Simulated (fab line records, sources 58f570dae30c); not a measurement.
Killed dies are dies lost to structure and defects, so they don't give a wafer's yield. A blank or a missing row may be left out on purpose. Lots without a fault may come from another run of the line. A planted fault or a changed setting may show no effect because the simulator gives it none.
Chamber matching | flow berkeley_cmos170 | UCB170_SPACER_CVD_00 on pecvd-03: 3 sister chambers
The step deposits SiO2 from TEOS/O2, target thk 376 nm, time 47 s. 3 wafers are shown with their chamber, then 8 later ones without.

WAFERS WITH THEIR CHAMBER
wafer  | chamber | rf_fwd_power_W (W)
L088.1 | 2       | 550.2
L088.2 | 0       | 547.0
L092.3 | 1       | 544.0

WAFERS WITHOUT THEIR CHAMBER
wafer  | rf_fwd_power_W (W)
L092.4 | 545.2
L092.5 | 543.0
L090.2 | 545.0
L090.5 | 543.8
L090.6 | 545.0
L096.1 | 541.4
L096.3 | 543.6
L096.5 | 544.0

WHICH CHAMBER EACH WENT THROUGH
wafer  | from the rows above     | in truth
L092.4 | can't be placed: 1 or 0 | 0
L092.5 | 1                       | 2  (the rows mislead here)
L090.2 | can't be placed: 1 or 0 | 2
L090.5 | 1                       | 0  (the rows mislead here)
L090.6 | can't be placed: 1 or 0 | 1
L096.1 | 1                       | 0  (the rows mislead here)
L096.3 | 1                       | 1
L096.5 | 1                       | 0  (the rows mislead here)
Placed correctly: 1 of 8. Can't be placed from these rows: 3 (the true chamber is among the candidates in 2). Placed wrongly: 4.
How it was worked out, from the rows above alone: a wafer's distance from a chamber is the root of the sum, over the readings, of the square of ((its reading less the chamber's mean) divided by the reading's scatter). The wafer belongs to the nearest chamber; if the next one is less than 2 further off, it can't be placed. A chamber's mean is the mean of its shown wafers. The scatter: with one shown wafer a chamber, the root of the mean of the squares of how far each hidden wafer lies from its nearest shown one.
